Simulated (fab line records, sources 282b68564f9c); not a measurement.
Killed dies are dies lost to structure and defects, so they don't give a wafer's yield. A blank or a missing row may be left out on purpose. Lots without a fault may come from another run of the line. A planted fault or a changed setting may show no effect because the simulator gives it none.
fab line records | flow rit_cmos
record lots=7 wafers=21 last_day=7
route steps=202 shown NWELL@30 PWELL@39 M1@202
lots that met no fault: from a run of the same line without faults
start_h: hours from the record's first day to the start of the lot's first wafer shown | wait_h: hours since the lot's step before | " the same as in the row above | L1.1+2: a row that stands for several wafers | - no value, or no start given | * or withheld: withheld | < > ~ a bound
route shown NAME@n: a module of which the file shows steps, and the number in the route of the first | usual: mean/standard deviation of fault-free wafers | same: alike in all rows | chamber/n: place in a boat | sites: the reading at each site | _std_site: their standard deviation | _edge_site: outer sites' mean less inner sites' | radius_mm: how far each site lies from the wafer's centre | mask NAME#n: copy n | behind: the tool/chamber that last shaped the wafer | hold: why the lot was held/for how many hours/how that ended | device: the transistor (n, p or np) that didn't switch | end of line: the same wafers' tests at the end of the route | a step without rows: its recipe alone | killed: dies lost to structure and defects at the first sort, not the wafer's yield | map: a wafer's dies, x killed, . not, _ none there
set.NAME: the setting as run; set.NAME@STEP: as run at that earlier step | model.NAME: the simulator's own value behind a step, which no gauge read
lots at some steps of the route; a table a step, a row a wafer
services: from which hour (start_h, from the record's first day; less than 0 if before it) a tool's chamber was out of use, for how many hours, and why
## steps
# step RIT_NWELL_SOFTBAKE_02
# recipe resist=NOVOLAK temp_c=90 time_s=60
# step RIT_NWELL_EXPOSE_03
# recipe mask_id=M2 na=0.57 target_cd_nm=43900 dose_mj=250
# step RIT_NWELL_PEB_04
# recipe resist=NOVOLAK temp_c=withheld time_s=withheld
# step RIT_NWELL_DEVELOP_05
# recipe resist=NOVOLAK develop_time_s=68 dev_temp_c=23
# step RIT_NWELL_OVL_MEAS_06
# usual NWELL_OVL=-0.5/1.5
# columns lot.wafer tool chamber start_h wait_h NWELL_OVL[nm]
L732.1 overlay-01 - 20.55 - -0.7
L732.2 " - " " -2.3
L732.6 " - " " -2.0
L744.2 overlay-01 - 84.18 - -2.8
L744.3 " - " " -2.2
L744.6 " - " " -1.5
L748.2 overlay-02 - 101.98 - -0.2
L748.5 " - " " 1.0
L748.6 " - " " 0.7
L749.1 overlay-01 - 105.39 - -0.1
L749.4 " - " " -0.1
L749.6 " - " " 0.4
L750.1 overlay-02 - 110.90 - 0.2
L750.4 " - " " 1.2
L750.5 " - " " -1.2
L751.2 overlay-01 - 116.31 - -1.3
L751.3 " - " " -0.2
L751.5 " - " " -1.2
L755.1 overlay-01 - 136.45 - -1.8
L755.2 " - " " -2.5
L755.3 " - " " -1.0
# step RIT_NWELL_HARDBAKE_07
# recipe resist=NOVOLAK temp_c=140 time_s=120
# step RIT_NWELL_IMPLANT_08
# recipe species=P energy_kev=170 dose_cm2=5e+13 tilt_deg=7
# step RIT_NWELL_STRIP_09
# recipe chemistry=O2 time_s=180 resist=NOVOLAK platen_temp_c=withheld power_w=500 pressure_mtorr=4000 o2_flow_sccm=4000
# usual drypump_motor_current_A=5.5/0.39 rf_refl_power_W=6.4/1
# columns lot.wafer tool chamber start_h wait_h drypump_motor_current_A rf_hours_counter_h rf_refl_power_W
L732.1 plasma_asher-01 0 21.17 0.1 5.3 38 6.5
L732.2 " 1 " " 5.5 38 8.1
L732.6 " 0 " " 5.3 - 6.6
L744.2 plasma_asher-04 0 84.75 0.1 5.9 45 4.7
L744.3 " 1 " " 5.4 - 7.3
L744.6 " 1 " " 5.3 - 7.0
L748.2 plasma_asher-03 0 102.41 0.1 4.7 44 6.4
L748.5 " 0 " " 4.8 - 6.2
L748.6 " 1 " " 5.9 - 6.9
L749.1 plasma_asher-04 0 105.82 0.1 5.9 47 5.3
L749.4 " 1 " " 5.4 - 7.0
L749.6 " 1 " " 5.4 - 7.1
L750.1 plasma_asher-01 1 111.33 0.1 5.5 47 8.2
L750.4 " 0 " " 5.3 - 6.4
L750.5 " 0 " " 5.3 - 6.6
L751.2 plasma_asher-03 1 116.74 0.1 5.8 47 6.7
L751.3 " 0 " " 4.7 - 6.1
L751.5 " 1 " " 5.9 - 6.8
L755.1 plasma_asher-04 0 137.00 0.1 6.0 2 5.1
L755.2 " 1 " " 5.3 2 6.8
L755.3 " 1 " " 5.4 - 7.6
# step RIT_NWELL_TW_MEAS_10
# usual NWELL_TW=2134/12
# columns lot.wafer tool chamber start_h wait_h NWELL_TW
L732.1 film_metro-02 - 21.35 0.1 2147
L732.2 " - " " 2141
L732.6 " - " " 2157
L744.2 film_metro-02 - 84.94 0.1 2131
L744.3 " - " " 2149
L744.6 " - " " 2137
L748.2 film_metro-04 - 102.59 0.1 2137
L748.5 " - " " 2133
L748.6 " - " " 2133
L749.1 film_metro-04 - 106.00 0.1 2137
L749.4 " - " " 2137
L749.6 " - " " 2138
L750.1 film_metro-03 - 111.51 0.1 2132
L750.4 " - " " 2143
L750.5 " - " " 2143
L751.2 film_metro-03 - 116.92 0.1 2117
L751.3 " - " " 2145
L751.5 " - " " 2129
L755.1 film_metro-03 - 137.17 0.1 2136
L755.2 " - " " 2136
L755.3 " - " " 2139
# step RIT_PWELL_HMDS_00
# recipe prime_time_s=60 prime_temp_c=140
# step RIT_PWELL_COAT_01
# recipe resist=NOVOLAK spin_rpm=2000 resist_thk_nm=1300
# step RIT_PWELL_SOFTBAKE_02
# recipe resist=NOVOLAK temp_c=90 time_s=60
# step RIT_PWELL_EXPOSE_03
# recipe mask_id=M3 na=0.57 target_cd_nm=43700 dose_mj=250
# usual exposure_dose_mJ_cm2=250.04/0.23
# columns lot.wafer tool chamber start_h wait_h mask exposure_dose_mJ_cm2 model.PWELL.overlay_x_nm
L732.1 iline_stepper-02 0 21.86 0.1 M3#0 250.09 -0.1355
L732.2 " 0 " " M3#0 249.81 -0.1355
L732.6 " 0 " " M3#0 250.13 -0.1355
L744.2 iline_stepper-01 0 85.46 0.1 M3#0 249.85 -0.08591
L744.3 " 0 " " M3#0 250.13 -0.08591
L744.6 " 0 " " M3#0 250.20 -0.08591
L748.2 iline_stepper-01 0 103.11 0.1 M3#0 249.68 -2.055
L748.5 " 0 " " M3#0 250.11 -2.055
L748.6 " 0 " " M3#0 249.74 -2.055
L749.1 iline_stepper-01 0 106.51 0.1 M3#0 250.40 361.1
L749.4 " 0 " " M3#0 250.25 361.1
L749.6 " 0 " " M3#0 249.88 361.1
L750.1 iline_stepper-01 0 112.02 0.1 M3#0 250.18 362
L750.4 " 0 " " M3#0 250.11 362
L750.5 " 0 " " M3#0 250.29 362
L751.2 iline_stepper-01 0 117.49 0.2 M3#0 249.65 360.7
L751.3 " 0 " " M3#0 250.02 360.7
L751.5 " 0 " " M3#0 250.07 360.7
L755.1 iline_stepper-02 0 137.81 0.2 M3#0 249.99 1.044
L755.2 " 0 " " M3#0 249.94 1.044
L755.3 " 0 " " M3#0 249.99 1.044
# step RIT_PWELL_PEB_04
# recipe resist=NOVOLAK temp_c=withheld time_s=withheld
# step RIT_PWELL_DEVELOP_05
# recipe resist=NOVOLAK develop_time_s=68 dev_temp_c=23
# step RIT_PWELL_OVL_MEAS_06
# usual PWELL_OVL=0.6/1.5
# columns lot.wafer tool chamber start_h wait_h PWELL_OVL[nm]
L732.1 overlay-01 - 22.29 - 0.5
L732.2 " - " " -1.1
L732.6 " - " " -1.7
L744.2 overlay-01 - 85.88 - 0.8
L744.3 " - " " 0.2
L744.6 " - " " -0.8
L748.2 overlay-02 - 103.53 - -0.8
L748.5 " - " " -1.1
L748.6 " - " " 0.0
L749.1 overlay-01 - 106.94 - 362.4
L749.4 " - " " 362.3
L749.6 " - " " 362.2
L750.1 overlay-02 - 112.45 - 363.2
L750.4 " - " " 364.1
L750.5 " - " " 362.7
L751.2 overlay-02 - 117.92 - 363.4
L751.3 " - " " 361.9
L751.5 " - " " 364.0
L755.1 overlay-02 - 138.24 - 1.3
L755.2 " - " " 0.0
L755.3 " - " " -1.1
# step RIT_PWELL_HARDBAKE_07
# recipe resist=NOVOLAK temp_c=140 time_s=120
# step RIT_M1_PROBE_99
# usual killed_at_front_end=7/3.1 killed_dies=7/3.1 killed_on_rim=1.6/1.3 killed_open=3.2/2.1 killed_short=3.4/2
# same gross_dies=264 killed_at_M0_to_M3=0 killed_at_M4_up=0 killed_at_back_side=0 killed_at_contacts=0 killed_at_other=0
# columns lot.wafer tool chamber start_h wait_h killed_at_front_end killed_dies killed_on_rim killed_open killed_short model.etest.well_edge_left.line_ohm_um model.etest.well_edge_right.line_ohm_um model.etest.iso_nwell_nwell.bv_v model.etest.iso_nplus_nwell.lateral_log10_a_um
L732.1 prober-02 - 56.96 0.1 5 5 3 2 3 183.3 182.3 21.74 -9.427
L732.2 prober-02 - 57.01 0.1 6 6 2 2 4 180.2 185.9 22.03 -9.438
L732.6 prober-02 - 57.21 0.2 4 4 1 2 2 182.7 182.9 22.22 -9.497
L744.2 prober-02 - 120.77 0.1 11 11 1 9 2 183.7 180.7 21.99 -9.456
L744.3 prober-02 - 120.82 0.2 4 4 3 2 2 183.7 185.6 22.03 -9.454
L744.6 prober-02 - 120.97 0.2 5 5 0 4 1 184.5 182.2 22.3 -9.447
L748.2 prober-02 - 138.85 0.1 7 7 2 4 3 180.9 180.9 22.14 -9.386
L748.5 prober-02 - 139.00 0.2 5 5 0 4 1 183.6 181.8 22.19 -9.431
L748.6 prober-02 - 139.05 0.2 10 10 1 6 4 182.3 179.8 22.34 -9.413
L749.1 prober-02 - 141.97 0.1 5 5 1 2 3 216.5 164 20.17 -9.496
L749.4 prober-02 - 142.12 0.2 6 6 2 4 2 215.6 161.2 20.05 -9.456
L749.6 prober-02 - 142.22 0.2 10 10 1 6 4 218.5 164.7 20.13 -9.48
L750.1 prober-01 - 146.77 0.1 1 1 1 0 1 217.2 164.3 19.94 -9.492
L750.4 prober-01 - 146.92 0.2 2 2 0 0 2 220.1 163 20.02 -9.518
L750.5 prober-01 - 146.97 0.2 8 8 3 2 6 217.4 163.2 19.63 -9.585
L751.2 prober-02 - 153.52 0.1 9 9 2 3 6 218.8 163.3 20.18 -9.509
L751.3 prober-02 - 153.57 0.2 2 2 1 2 0 219.1 164.7 20.09 -9.476
L751.5 prober-02 - 153.67 0.2 13 13 1 9 4 217.1 163.2 20.37 -9.502
L755.1 prober-02 - 173.02 0.1 4 4 1 2 2 183.2 180.8 22 -9.427
L755.2 prober-02 - 173.07 0.1 9 9 1 6 3 182 181.5 21.97 -9.408
L755.3 prober-02 - 173.12 0.2 7 7 1 3 4 181.8 183.3 22.04 -9.436
# killed by level:class
L732.1 FOX2:geometric_particle:short=1 GATE:geometric_particle:open=1 GATE:geometric_particle:short=1 SPACER:geometric_particle:open=1 SPACER:geometric_particle:short=1
L732.2 GATE:geometric_particle:short=2 FOX1:geometric_particle:open=1 FOX2:geometric_particle:short=1 GATE:geometric_particle:open=1 REOX:geometric_particle:short=1
L732.6 REOX:geometric_particle:short=2 GATE:geometric_particle:open=1 REOX:geometric_particle:open=1
L744.2 GATE:geometric_particle:open=3 FOX1:geometric_particle:open=2 SPACER:geometric_particle:open=2 FOX2:geometric_particle:open=1 REOX:geometric_particle:short=1 REOX:geometric_particle:open=1 SPACER:geometric_particle:short=1
L744.3 FOX1:geometric_particle:open=2 FOX1:geometric_particle:short=2
L744.6 GATE:geometric_particle:open=2 GATE:geometric_particle:short=1 SPACER:geometric_particle:open=1 SILICIDE:geometric_particle:open=1
L748.2 FOX2:geometric_particle:open=2 SILICIDE:geometric_particle:short=2 GATE:geometric_particle:short=1 SPACER:geometric_particle:open=1 SILICIDE:geometric_particle:open=1
L748.5 GATE:geometric_particle:open=3 FOX1:geometric_particle:short=1 SILICIDE:geometric_particle:open=1
L748.6 GATE:geometric_particle:open=4 GATE:geometric_particle:short=3 SPACER:geometric_particle:open=2 SPACER:geometric_particle:short=1
L749.1 GATE:geometric_particle:short=3 SPACER:geometric_particle:open=1 SILICIDE:geometric_particle:open=1
L749.4 GATE:geometric_particle:open=2 REOX:geometric_particle:short=2 FOX1:geometric_particle:open=1 SPACER:geometric_particle:open=1
L749.6 GATE:geometric_particle:open=3 REOX:geometric_particle:short=3 FOX1:geometric_particle:open=1 FOX2:geometric_particle:short=1 FOX2:geometric_particle:open=1 REOX:geometric_particle:open=1
L750.1 GATE:geometric_particle:short=1
L750.4 GATE:geometric_particle:short=2
L750.5 SPACER:geometric_particle:short=5 GATE:geometric_particle:open=1 REOX:geometric_particle:short=1 SPACER:geometric_particle:open=1
L751.2 GATE:geometric_particle:short=3 GATE:geometric_particle:open=3 REOX:geometric_particle:short=1 SPACER:geometric_particle:short=1 SILICIDE:geometric_particle:short=1
L751.3 GATE:geometric_particle:open=2
L751.5 SPACER:geometric_particle:open=3 FOX1:geometric_particle:short=2 GATE:geometric_particle:open=2 REOX:geometric_particle:open=2 FOX1:geometric_particle:open=1 FOX2:geometric_particle:open=1 GATE:geometric_particle:short=1 REOX:geometric_particle:short=1
L755.1 GATE:geometric_particle:open=2 GATE:geometric_particle:short=1 REOX:geometric_particle:short=1
L755.2 SPACER:geometric_particle:open=2 FOX1:geometric_particle:open=1 FOX2:geometric_particle:open=1 FOX2:geometric_particle:short=1 GATE:geometric_particle:open=1 REOX:geometric_particle:open=1 REOX:geometric_particle:short=1 SPACER:geometric_particle:short=1
L755.3 FOX2:geometric_particle:open=2 GATE:geometric_particle:short=2 FOX2:geometric_particle:short=1 GATE:geometric_particle:open=1 REOX:geometric_particle:short=1
## services
# columns tool chamber start_h hours kind
iline_stepper-01 - 25.66 1.7 pm
iline_stepper-02 - 28.46 15.0 repair
iline_stepper-02 - 29.47 7.1 repair
iline_stepper-02 - 53.69 1.7 pm
plasma_asher-04 - 108.75 9.0 pm
plasma_asher-04 0 108.75 9.0 vent_cycle
plasma_asher-04 1 108.75 9.0 vent_cycle
plasma_asher-04 0 117.75 - clean
plasma_asher-04 1 117.75 - clean
iline_stepper-02 - 129.54 4.4 pm
## key
first_sign step=RIT_PWELL_OVL_MEAS_06 reading=PWELL_OVL direction=up sigmas=99+ usual=0.6 struck=362.9
effect none on later readings
model_effect step=RIT_PWELL_EXPOSE_03 value=PWELL.overlay_x_nm without=1.228 struck=361.2
model_effect step=RIT_M1_PROBE_99 value=etest.well_edge_left.line_ohm_um without=182.8 struck=217.8
met_at RIT_PWELL_EXPOSE_03
struck_wafers L749.1,L749.4,L749.6,L750.1,L750.4,L750.5,L751.2,L751.3,L751.5
tester_left_out L749,L750,L751
onset_between 103.11 106.51
fault kind=scanner_matching_overlay tool=iline_stepper-01 chamber=- onset_h=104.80 steps=RIT_PWELL_EXPOSE_03 offset=360
# tester_left_out: of these lots the tester's yield and bins aren't shown, on N5 and GAA mostly nor the transistor test; their killed dies are dies lost to structure and defects alone, not to doping, threshold or leakage, so they don't give the yield
